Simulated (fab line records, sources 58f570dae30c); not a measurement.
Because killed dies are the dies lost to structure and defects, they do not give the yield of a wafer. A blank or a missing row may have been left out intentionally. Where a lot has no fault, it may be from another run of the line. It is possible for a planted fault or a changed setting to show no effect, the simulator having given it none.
2 desks, one fault	flow berkeley-cmos170	only its own numbers are on each desk; what lay behind them is given at the end

FROM THE METROLOGY DESK
What the gauges read for every lot (on any tool): the sampled wafers with a number, averaged. Marked OUT: a lot whose mean sits more than 4 standard deviations from the usual mean, which makes it out of limits; the brackets give that distance.
Columns: A = NWELL_TW at UCB170_NWELL_TW_MEAS_16, usual 1249; B = SACOX_OXIDE_THK at UCB170_SACOX_THK_MEAS_02, usual 14.4 nm
lot	first seen here	A	B
L127	day 2 12:55	1257	14.2
L128	day 2 12:56	1240	13.8
L129	day 2 20:31	1259	14.4
L130	day 2 20:45	1239	14.4
L132	day 3 15:01	1241	14.5
L133	day 3 18:31	1253	14.7
L135	day 4 05:18	1238	14.7
L138	day 4 21:37	1245	14.0
L141	day 5 09:58	1263	14.4
L143	day 5 17:17	1242	14.2
L145	day 6 02:28	1250	14.6
L147	day 6 13:14	1248	14.5
L148	day 7 00:20	1241	14.0
L149	day 7 00:37	1253	14.5
This desk's verdict: no lot among the 14 shows anything out of limits.

TOOL OWNER'S DESK, pvd-sputter-02
The tool's own readings at UCB170_M3_SPUTTER_01 (material Al, target thk 900 nm, time 120 s): means of the sampled wafers that have a number, for each lot that ran on this tool. Marked OUT: a lot whose mean sits more than 4 standard deviations from the usual mean, which makes it out of limits; the brackets give that distance.
Columns: A = throttle-valve-pct at UCB170_M3_SPUTTER_01, usual 30.2 %
lot	first seen here	A
L127	day 8 20:56	31.0
L138	day 11 22:21	30.4
L141	day 12 04:44	30.6
L143	day 12 14:55	30.7
This desk's verdict: no lot among the 4 shows anything out of limits.

PUT TOGETHER
From the metrology desk's view, nothing was out of limits.
Nothing out of limits was seen by the tool owner's desk.

WHAT HAD BEEN PUT IN BY THE SIMULATOR
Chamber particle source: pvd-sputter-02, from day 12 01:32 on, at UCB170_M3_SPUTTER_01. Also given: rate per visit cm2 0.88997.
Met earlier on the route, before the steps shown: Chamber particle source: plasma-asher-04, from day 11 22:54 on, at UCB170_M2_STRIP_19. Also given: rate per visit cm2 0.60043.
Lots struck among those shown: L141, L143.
